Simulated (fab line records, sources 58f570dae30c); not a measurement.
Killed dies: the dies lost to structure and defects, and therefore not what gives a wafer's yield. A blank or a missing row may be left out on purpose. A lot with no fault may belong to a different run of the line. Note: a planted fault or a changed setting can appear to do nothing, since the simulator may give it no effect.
A lot that was struck, set against a sound lot	flow berkeleyCmos170	16 steps out of a route of 331
Sound: these wafers, L649.3, L649.4, L649.5. Wafers struck: L653.3, L653.4, L653.6. The cause is named last.
Each step with rows lists, per side, the tool, then ch with its chambers, then its first start. Under that, the readings that differ: sound wafers	struck wafers	difference of the means	sigmas: that difference in standard deviations of wafers without a fault.
alike: same words and numbers on both sides, and readings whose means sit less than 2 such deviations apart. not compared: any withheld reading, any reading some wafer has no value for, any bound like >300 that may hide the same value, and any number with overlapping values for which the record gives no deviation.
Wherever a step has rows on one side only, a row that says differs or no value, or a row with sigmas, the two part there. Non-overlapping numbers with no deviation appear without sigmas and do not part them. A reading missing from all wafers of one side parts the sides only when that side holds two or more wafers.

first, 1 step without rows for these wafers: UCB170_M2_SOFTBAKE_06 (time 60 s).
UCB170_M2_STRIP_07: strips in O2.
  sound on plasmaAsher-03 ch 0,1, day 10 00:06; struck on plasmaAsher-04 ch 0,1, day 10 11:58
  alike: drypumpMotorCurrentA, oesProductAu, stripTimeToEndpointS
  not compared: rfHoursCounterH
then, 7 steps without rows for these wafers: UCB170_M2_STRIP_08 (strips KrF in DMSO, time 600 s); UCB170_M2_COAT_09; UCB170_M2_COAT_10 (resist thk 900 nm); UCB170_M2_SOFTBAKE_11 (time 60 s); UCB170_M2_EXPOSE_12 (exposes mask METAL2, target cd 700 nm); UCB170_M2_PEB_13; UCB170_M2_DEVELOP_14 (develop time 45 s).
UCB170_M2_CD_MEAS_15 targets a cd of 700 nm.
  struck on cdSem-02, day 10 13:13; sound on cdSem-02, day 10 01:35
reading	sound	struck	difference	sigmas
cdNm (nm)	701.3 701.6 700.4	697.7 697.6 696.5	-3.8	-3
UCB170_M2_OVL_MEAS_16:
  struck on overlay-01, day 10 13:18; sound on overlay-01, day 10 01:41
  alike: M2_OVL
UCB170_M2_ETCH_17: etches BARC in N2/H2.
  sound on rieDiel-04 ch 1,2, day 10 01:42; struck on rieDiel-04 ch 2,3, day 10 13:20
  alike: drypumpMotorCurrentA, oesProductAu, throttleValvePct
UCB170_M2_METAL_ETCH_18: etches Al in Cl2/BCl3, stops on SiO2, target depth 1170 nm, time 195 s.
  sound on rieMetal-03 ch 0,1, day 10 01:49; struck on rieMetal-04 ch 0,1, day 10 13:26
reading	sound	struck	difference	sigmas
oesProductAu (a.u.)	0.837 0.848 0.850	1.019 1.017 1.024	+0.175	+13
runLengthS (s)	222.8 222.7 222.6	139.1 138.0 138.8	-84.1	-99 or more
model.KrF_of_M2_COAT_10.thkNm (nm)	191.7 225.3 190.5	502.9 488 504.6	+296.0	
model.M2.featureDepthNm (nm)	960.3 947 963.8	659.2 686.9 659.8	-288.4	
model.etch.depthNm (nm)	902.7 891.5 906	659.2 686.9 659.8	-231.4	
  alike: drypumpMotorCurrentA, throttleValvePct
  not compared: rfHoursCounterH
UCB170_M2_STRIP_19: strips in O2.
  sound on plasmaAsher-04 ch 0,1, day 10 01:58; struck on plasmaAsher-02 ch 0,1, day 10 13:35
reading	sound	struck	difference	sigmas
oesProductAu (a.u.)	0.515 0.549 0.520	0.724 0.728 0.723	+0.197	+10
  alike: drypumpMotorCurrentA
  not compared: rfHoursCounterH
UCB170_M2_CD_MEAS_90 targets a cd of 700 nm.
  struck on cdSem-02, day 10 13:42; sound on cdSem-02, day 10 02:04
reading	sound	struck	difference	sigmas
cdNm (nm)	699 701 698	719 718 718	+19	+6
UCB170_V2_CVD_00: deposits SiO2 from TEOS/O2, target thk 2000 nm, time 250 s.
  sound on pecvd-02 ch 1,2, day 10 02:09; struck on pecvd-04 ch 1,2, day 10 13:47
  alike: heaterPowerW

## WHERE THEY PART
At UCB170_M2_CD_MEAS_15 first; at UCB170_M2_CD_MEAS_90 last (within this record only). Later steps at which nothing parts them and some readings are alike: UCB170_V2_CVD_00.

WHY: what the simulator had put in
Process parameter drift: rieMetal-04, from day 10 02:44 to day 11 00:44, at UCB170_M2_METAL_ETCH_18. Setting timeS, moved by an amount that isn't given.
